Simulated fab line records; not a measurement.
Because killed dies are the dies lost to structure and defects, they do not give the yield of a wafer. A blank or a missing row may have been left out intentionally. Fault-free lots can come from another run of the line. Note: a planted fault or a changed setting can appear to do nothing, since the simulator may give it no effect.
Tool commonality check || flow berkeleyCmos170 || 15 lots and 45 wafers in the sample

WHY THIS WAS OPENED
At UCB170_FIELD_THK_MEAS_02 the reading FIELD_OXIDE_THK is flagged on 3 of 15 lots. No-fault wafers: 552 nm, standard deviation 12.
Rule: a lot gets a flag if all its wafers with a number sit over 4 standard deviations from that mean, or if no wafer of it has a number. As for the other lots, they are considered sound.

{"lot": "L689", "measured": "day 4 21:34", "on": "filmMetro-03", "FIELD_OXIDE_THK (nm), wafer by wafer": "551 548 551", "flag": ""}
{"lot": "L692", "measured": "day 5 15:33", "on": "filmMetro-03", "FIELD_OXIDE_THK (nm), wafer by wafer": "547 536 538", "flag": ""}
{"lot": "L693", "measured": "day 6 01:18", "on": "filmMetro-03", "FIELD_OXIDE_THK (nm), wafer by wafer": "558 548 549", "flag": ""}
{"lot": "L695", "measured": "day 6 04:16", "on": "filmMetro-03", "FIELD_OXIDE_THK (nm), wafer by wafer": "559 560 574", "flag": ""}
{"lot": "L696", "measured": "day 6 08:37", "on": "filmMetro-02", "FIELD_OXIDE_THK (nm), wafer by wafer": "842 817 817", "flag": "FLAGGED"}
{"lot": "L694", "measured": "day 6 08:42", "on": "filmMetro-04", "FIELD_OXIDE_THK (nm), wafer by wafer": "850 832 852", "flag": "FLAGGED"}
{"lot": "L697", "measured": "day 6 14:02", "on": "filmMetro-02", "FIELD_OXIDE_THK (nm), wafer by wafer": "560 562 560", "flag": ""}
{"lot": "L699", "measured": "day 7 04:22", "on": "filmMetro-04", "FIELD_OXIDE_THK (nm), wafer by wafer": "554 553 547", "flag": ""}
{"lot": "L700", "measured": "day 7 09:02", "on": "filmMetro-02", "FIELD_OXIDE_THK (nm), wafer by wafer": "830 841 845", "flag": "FLAGGED"}
{"lot": "L705", "measured": "day 8 05:38", "on": "filmMetro-03", "FIELD_OXIDE_THK (nm), wafer by wafer": "550 544 539", "flag": ""}
{"lot": "L707", "measured": "day 8 05:42", "on": "filmMetro-03", "FIELD_OXIDE_THK (nm), wafer by wafer": "548 550 543", "flag": ""}
{"lot": "L708", "measured": "day 8 16:30", "on": "filmMetro-02", "FIELD_OXIDE_THK (nm), wafer by wafer": "557 548 557", "flag": ""}
{"lot": "L709", "measured": "day 8 20:46", "on": "filmMetro-04", "FIELD_OXIDE_THK (nm), wafer by wafer": "564 567 571", "flag": ""}
{"lot": "L710", "measured": "day 8 20:47", "on": "filmMetro-03", "FIELD_OXIDE_THK (nm), wafer by wafer": "536 534 544", "flag": ""}
{"lot": "L711", "measured": "day 9 08:32", "on": "filmMetro-03", "FIELD_OXIDE_THK (nm), wafer by wafer": "563 575 559", "flag": ""}
On average the flagged lots' numbers are 836 nm, which is +284 nm against the usual, or +24 standard deviations.

WHICH TOOL RAN EACH LOT
The record keeps 1 process step preceding the reading, out of 331 steps on the route. Cell contents, in order: the tool; ch with the chambers the sampled wafers went through; the start.
{"lot": "L689", "flag": "", "UCB170_FIELD_OXIDATION_01": "furnace-01 ch 0, day 4 18:34"}
{"lot": "L692", "flag": "", "UCB170_FIELD_OXIDATION_01": "furnace-04 ch 0, day 5 12:32"}
{"lot": "L693", "flag": "", "UCB170_FIELD_OXIDATION_01": "furnace-04 ch 0, day 5 22:18"}
{"lot": "L695", "flag": "", "UCB170_FIELD_OXIDATION_01": "furnace-01 ch 0, day 6 01:14"}
{"lot": "L696", "flag": "FLAGGED", "UCB170_FIELD_OXIDATION_01": "furnace-01 ch 0, day 6 01:14"}
{"lot": "L694", "flag": "FLAGGED", "UCB170_FIELD_OXIDATION_01": "furnace-01 ch 0, day 6 01:14"}
{"lot": "L697", "flag": "", "UCB170_FIELD_OXIDATION_01": "furnace-01 ch 0, day 6 11:01"}
{"lot": "L699", "flag": "", "UCB170_FIELD_OXIDATION_01": "furnace-04 ch 0, day 7 01:22"}
{"lot": "L700", "flag": "FLAGGED", "UCB170_FIELD_OXIDATION_01": "furnace-04 ch 0, day 7 01:22"}
{"lot": "L705", "flag": "", "UCB170_FIELD_OXIDATION_01": "furnace-01 ch 0, day 8 02:38"}
{"lot": "L707", "flag": "", "UCB170_FIELD_OXIDATION_01": "furnace-01 ch 0, day 8 02:38"}
{"lot": "L708", "flag": "", "UCB170_FIELD_OXIDATION_01": "furnace-04 ch 0, day 8 13:30"}
{"lot": "L709", "flag": "", "UCB170_FIELD_OXIDATION_01": "furnace-04 ch 0, day 8 17:45"}
{"lot": "L710", "flag": "", "UCB170_FIELD_OXIDATION_01": "furnace-04 ch 0, day 8 17:45"}
{"lot": "L711", "flag": "", "UCB170_FIELD_OXIDATION_01": "furnace-01 ch 0, day 9 05:32"}
What these steps do:
- UCB170_FIELD_OXIDATION_01: target thk 558.3 nm, ox time 7200 s.
- UCB170_FIELD_THK_MEAS_02

FLAGGED OVER TOTAL, TOOL BY TOOL (the gauges that took the reading come last)
{"step": "UCB170_FIELD_OXIDATION_01", "tool": "furnace-01", "lots run": 8, "flagged": 2, "share of the flagged lots": "some", "sound lots run after its first flagged lot": "4 (L697,L705,L707,L711)"}
{"step": "UCB170_FIELD_OXIDATION_01", "tool": "furnace-04", "lots run": 7, "flagged": 1, "share of the flagged lots": "some", "sound lots run after its first flagged lot": "3 (L708,L709,L710)"}
{"step": "UCB170_FIELD_THK_MEAS_02", "tool": "filmMetro-02", "lots run": 4, "flagged": 2, "share of the flagged lots": "some", "sound lots run after its first flagged lot": "2 (L697,L708)"}
{"step": "UCB170_FIELD_THK_MEAS_02", "tool": "filmMetro-03", "lots run": 8, "flagged": 0, "share of the flagged lots": "none", "sound lots run after its first flagged lot": "-"}
{"step": "UCB170_FIELD_THK_MEAS_02", "tool": "filmMetro-04", "lots run": 3, "flagged": 1, "share of the flagged lots": "some", "sound lots run after its first flagged lot": "2 (L699,L709)"}

THE TABLE: WHAT IT ALLOWS
No row of the table ran every flagged lot.

WHAT WAS PUT IN BY THE SIMULATOR
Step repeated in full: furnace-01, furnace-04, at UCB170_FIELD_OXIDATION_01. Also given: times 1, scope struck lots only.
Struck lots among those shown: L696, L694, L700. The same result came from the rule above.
